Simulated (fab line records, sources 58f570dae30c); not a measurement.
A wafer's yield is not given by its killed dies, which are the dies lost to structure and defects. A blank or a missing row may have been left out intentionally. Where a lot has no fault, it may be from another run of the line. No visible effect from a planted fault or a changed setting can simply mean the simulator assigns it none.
Struck lot and sound lot, side by side + flow berkeley-cmos170 + 43 steps out of a route of 331
Sound: these wafers, L102.1, L102.3, L102.6. Wafers struck: L109.1, L109.2, L109.4. The cause is given at the end.
Each step with rows lists, per side, the tool, then ch with its chambers, then its first start. Under that, the readings that differ: sound wafers + struck wafers + difference of the means + sigmas: that difference in standard deviations of wafers without a fault.
alike: readings whose means differ by less than 2 such deviations, and words and numbers that are the same on both sides. not compared: withheld readings, readings that some wafer has no value for, bounds like >300 that may hide the same value, and numbers for which the record gives no deviation and whose values overlap.
The two part at a step that has a row with sigmas, a row that says differs or no value, or rows on one side only. When numbers do not overlap yet have no deviation, they are printed without sigmas and do not part them. A reading that every wafer of one side lacks parts them only if that side has two wafers or more.

UCB170_ACTIVE_OVL_MEAS_14:
  sound on overlay-02, day 6 09:37; struck on overlay-02, day 7 09:57
  alike: ACTIVE_OVL
UCB170_ACTIVE_ETCH_15: etches Si3N4 in CH3F/Ar/O2, stops on SiO2, target depth 242 nm, time 151 s.
  sound on rie-diel-04 ch 2,3, day 6 09:40; struck on rie-diel-04 ch 1,2,3, day 7 09:59
  alike: chamber-pressure-mTorr, drypump-motor-current-A, oes-product-au, throttle-valve-pct
  not compared: rf-hours-counter-h
UCB170_ACTIVE_STRIP_16: strips in O2.
  sound on plasma-asher-04 ch 0,1, day 6 09:49; struck on plasma-asher-01 ch 0,1, day 7 10:05
  alike: chamber-pressure-mTorr, drypump-motor-current-A, oes-product-au, strip-time-to-endpoint-s
  not compared: rf-hours-counter-h
UCB170_ACTIVE_CD_MEAS_90: target cd 1200 nm.
  sound on cd-sem-01, day 6 09:55; struck on cd-sem-01, day 7 10:11
  alike: cd-nm
then, 7 steps without rows for these wafers: UCB170_ACTIVE_CLEAN_17 (cleans in SPM, time 600 s); UCB170_PFIELD_HMDS_00 (prime time 60 s); UCB170_PFIELD_COAT_01 (resist thk 900 nm); UCB170_PFIELD_SOFTBAKE_02 (time 60 s); UCB170_PFIELD_EXPOSE_03 (exposes mask PFIELD, target cd 1500 nm); UCB170_PFIELD_PEB_04; UCB170_PFIELD_DEVELOP_05 (develop time 45 s).
UCB170_PFIELD_OVL_MEAS_06:
  sound on overlay-02, day 6 11:41; struck on overlay-01, day 7 12:29
  alike: PFIELD_OVL
UCB170_PFIELD_IMPLANT_07:
  sound on implanter-03 ch 0, day 6 11:43; struck on implanter-04 ch 0, day 7 12:31
UCB170_PFIELD_STRIP_08: strips in O2.
  sound on plasma-asher-04 ch 0,1, day 6 11:52; struck on plasma-asher-04 ch 0,1, day 7 12:40
  alike: chamber-pressure-mTorr, drypump-motor-current-A, oes-product-au, strip-time-to-endpoint-s
  not compared: rf-hours-counter-h
UCB170_PFIELD_TW_MEAS_09:
  sound on film-metro-02, day 6 11:58; struck on film-metro-03, day 7 12:46
  alike: PFIELD_TW
then, 2 steps without rows for these wafers: UCB170_FIELD_CLEAN_00 (cleans in dHF, time 7.5 s); UCB170_FIELD_OXIDATION_01 (target thk 558.3 nm, ox time 7200 s).
UCB170_FIELD_THK_MEAS_02:
  sound on film-metro-04, day 6 18:55; struck on film-metro-03, day 7 17:58
  alike: FIELD_OXIDE_THK
then, 4 steps without rows for these wafers: UCB170_FIELD_ANNEAL_03 (time 1200 s); UCB170_FIELD_WET_ETCH_04 (etches SiO2 in dHF, time 60 s); UCB170_FIELD_WET_ETCH_05 (etches Si3N4 in H3PO4, time 12600 s); UCB170_FIELD_WET_ETCH_06 (etches SiO2 in BOE, time 22 s).
UCB170_FIELD_THK_MEAS_90:
  sound on film-metro-04, day 7 02:56; struck on film-metro-01, day 8 01:58
  alike: FIELD_OXIDE_LEFT_1_THK
then, 2 steps without rows for these wafers: UCB170_SACOX_CLEAN_00 (cleans in dHF, time 7.5 s); UCB170_SACOX_OXIDATION_01 (target thk 14.4 nm, ox time 2400 s).
UCB170_SACOX_THK_MEAS_02:
  sound on film-metro-04, day 7 07:23; struck on film-metro-01, day 8 03:58
  alike: SACOX_OXIDE_THK
then, 2 steps without rows for these wafers: UCB170_SCREENOX_WET_ETCH_00 (etches SiO2 in dHF, time 200 s); UCB170_SCREENOX_OXIDATION_01 (target thk 14.4 nm, ox time 2400 s).
UCB170_SCREENOX_THK_MEAS_02:
  sound on film-metro-03, day 7 11:53; struck on film-metro-02, day 8 10:08
  alike: SCREENOX_OXIDE_THK
then, 7 steps without rows for these wafers: UCB170_SCREENOX_ANNEAL_03 (time 900 s); UCB170_NVT_HMDS_00 (prime time 60 s); UCB170_NVT_COAT_01 (resist thk 900 nm); UCB170_NVT_SOFTBAKE_02 (time 60 s); UCB170_NVT_EXPOSE_03 (exposes mask PWELL, target cd 3000 nm); UCB170_NVT_PEB_04; UCB170_NVT_DEVELOP_05 (develop time 45 s).
UCB170_NVT_OVL_MEAS_06:
  sound on overlay-01, day 7 17:48; struck on overlay-02, day 8 15:53
  alike: NVT_OVL
after that, 1 step had no rows for these wafers: UCB170_NVT_IMPLANT_07.
UCB170_NVT_STRIP_08: strips in O2.
  sound on plasma-asher-03 ch 0,1, day 7 17:59; struck on plasma-asher-01 ch 0,1, day 8 16:04
  alike: chamber-pressure-mTorr, drypump-motor-current-A, oes-product-au, strip-time-to-endpoint-s
  not compared: rf-hours-counter-h
UCB170_NVT_TW_MEAS_09:
  sound on film-metro-02, day 7 18:05; struck on film-metro-02, day 8 16:10
  alike: NVT_TW
then, 2 steps without rows for these wafers: UCB170_NVT_CLEAN_10 (cleans in SPM, time 600 s); UCB170_PVT_HMDS_00 (prime time 60 s).
-- the record jumps here: 3 days lie between the struck wafers' starts before and after (it left off in module PVT and takes up again in module M3, whose first step shown is number 331 of the route) --
UCB170_M3_PROBE_99:
  sound on prober-01, day 10 01:50; struck on prober-01, day 11 06:09
| reading                        | sound              | struck            | difference | sigmas |
|--------------------------------|--------------------|-------------------|------------|--------|
| model.etest.field-n.vt-v-range | 0.1925 0.1848 0.24 | 1.904 2.148 2.015 | +1.817     |        |

## WHERE THEY PART
Nowhere in this record.

WHY: what the simulator had put in
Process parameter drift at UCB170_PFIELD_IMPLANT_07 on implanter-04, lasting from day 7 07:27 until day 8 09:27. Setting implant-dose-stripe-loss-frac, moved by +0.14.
